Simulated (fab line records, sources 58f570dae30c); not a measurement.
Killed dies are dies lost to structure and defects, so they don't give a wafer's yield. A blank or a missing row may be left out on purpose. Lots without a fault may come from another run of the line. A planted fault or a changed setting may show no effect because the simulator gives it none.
Split-lot experiment | flow berkeley_cmos170 | 5 lots, 23 wafers read, on a route of 331 steps

THE SPLIT
At UCB170_NSD_COAT_01 (resist thk 900 nm), the setting resist_thk_nm was moved away from the recipe's 900 nm on 7 of the 23 wafers read, by -5.6% to +3.7%. The other wafers ran this setting at the recipe's value.

The reading is taken at the split's own step.

THE READING
KrF_of_NSD_COAT_01.thk_nm (the simulator's own value, which no gauge read), in nm, at UCB170_NSD_COAT_01 (resist thk 900 nm). The file gives no usual value for it. The 16 wafers here that ran the recipe average 899.5 nm, standard deviation 2.7 nm.

wafer  | tool, chamber at the split | resist_thk_nm as run, nm | against the recipe | KrF_of_NSD_COAT_01.thk_nm, nm | against lot-mates on the recipe
L074.1 | litho_track-02, 0          | 900                      | recipe             | 899.2                         | -
L074.2 | litho_track-02, 0          | 900                      | recipe             | 896.6                         | -
L074.3 | litho_track-02, 0          | 900                      | recipe             | 901.1                         | -
L080.2 | litho_track-02, 0          | 900                      | recipe             | 902.8                         | -
L080.3 | litho_track-02, 0          | 849.5                    | -5.6%              | 849.5                         | -54.2
L080.4 | litho_track-02, 0          | 900                      | recipe             | 903                           | -
L080.5 | litho_track-02, 0          | 900                      | recipe             | 905.2                         | -
L080.6 | litho_track-02, 0          | 849.5                    | -5.6%              | 851.3                         | -52.4
L076.1 | litho_track-03, 0          | 900                      | recipe             | 896.9                         | -
L076.2 | litho_track-03, 0          | 900                      | recipe             | 897.3                         | -
L076.5 | litho_track-03, 0          | 900                      | recipe             | 897.3                         | -
L076.3 | litho_track-03, 0          | 900                      | recipe             | 895.6                         | -
L076.4 | litho_track-03, 0          | 900                      | recipe             | 899.5                         | -
L079.1 | litho_track-04, 0          | 933.5                    | +3.7%              | 935                           | +37.0
L079.2 | litho_track-04, 0          | 900                      | recipe             | 897.1                         | -
L079.3 | litho_track-04, 0          | 933.5                    | +3.7%              | 934.2                         | +36.2
L079.4 | litho_track-04, 0          | 900                      | recipe             | 897.8                         | -
L079.6 | litho_track-04, 0          | 900                      | recipe             | 899.1                         | -
L081.1 | litho_track-03, 0          | 886.4                    | -1.5%              | 887.2                         | -14.5
L081.2 | litho_track-03, 0          | 886.4                    | -1.5%              | 893.6                         | -8.1
L081.3 | litho_track-03, 0          | 900                      | recipe             | 900.6                         | -
L081.4 | litho_track-03, 0          | 900                      | recipe             | 902.9                         | -
L081.5 | litho_track-03, 0          | 886.4                    | -1.5%              | 890.4                         | -11.4

THE FIT
A straight line over all 23 wafers: KrF_of_NSD_COAT_01.thk_nm changes by +8.82 nm for each +1% of resist_thk_nm; r = +0.99; the points scatter about the line by 3 nm.
The same after taking each lot's own level away (the mean of its wafers on the recipe; 23 wafers): +9.49 nm for each +1%; r = +1.00; scatter 1.9 nm.
On that fit, the largest move of resist_thk_nm shifts the reading by 53 nm.
The lots' own levels span 897.32 to 903.67 nm, that is 2.3 times the standard deviation above.
So the lot-to-lot level changes the slope little: the two slopes agree.
Check: with one of the wafers moved furthest among these (-5.6%) left out of the fit, the line predicts -52.1 nm for it against its lot-mates. It came out at -54.2 nm against them.

OTHER SPLITS ON THESE WAFERS
These wafers also went through other splits before the reading. Each is held against what the fit with the lots' levels taken away leaves over:
other split on the same wafers     | wafers away from the commonest value | r with KrF_of_NSD_COAT_01.thk_nm (lot level and that fit taken away)
UCB170_NWELL_OXIDATION_01 temp_c   | 18                                   | +0.20
UCB170_NWELL_COAT_07 resist_thk_nm | 7                                    | -0.43
UCB170_PFIELD_COAT_01 spin_rpm     | 6                                    | -0.25
UCB170_GATE_CVD_04 pressure_mtorr  | 18                                   | -0.17
UCB170_PSD_IMPLANT_08 energy_kev   | 11                                   | -0.45

THE WHOLE CHAIN: every reading that the file lists as answering this split, in the file's order
step                | what it does      | reading                                                                    | change (the file's fit)              | r (the file's)
UCB170_NSD_COAT_01  | resist thk 900 nm | KrF_of_NSD_COAT_01.thk_nm (the simulator's own value, which no gauge read) | +9.5 nm for each +1% of the setting  | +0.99
UCB170_NSD_STRIP_09 | strips in O2      | strip_time_to_endpoint_s                                                   | withheld for each +1% of the setting | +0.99

THE FILE'S OWN FIT
KrF_of_NSD_COAT_01.thk_nm changes by +9.5 nm for each +1% of resist_thk_nm, r = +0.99.
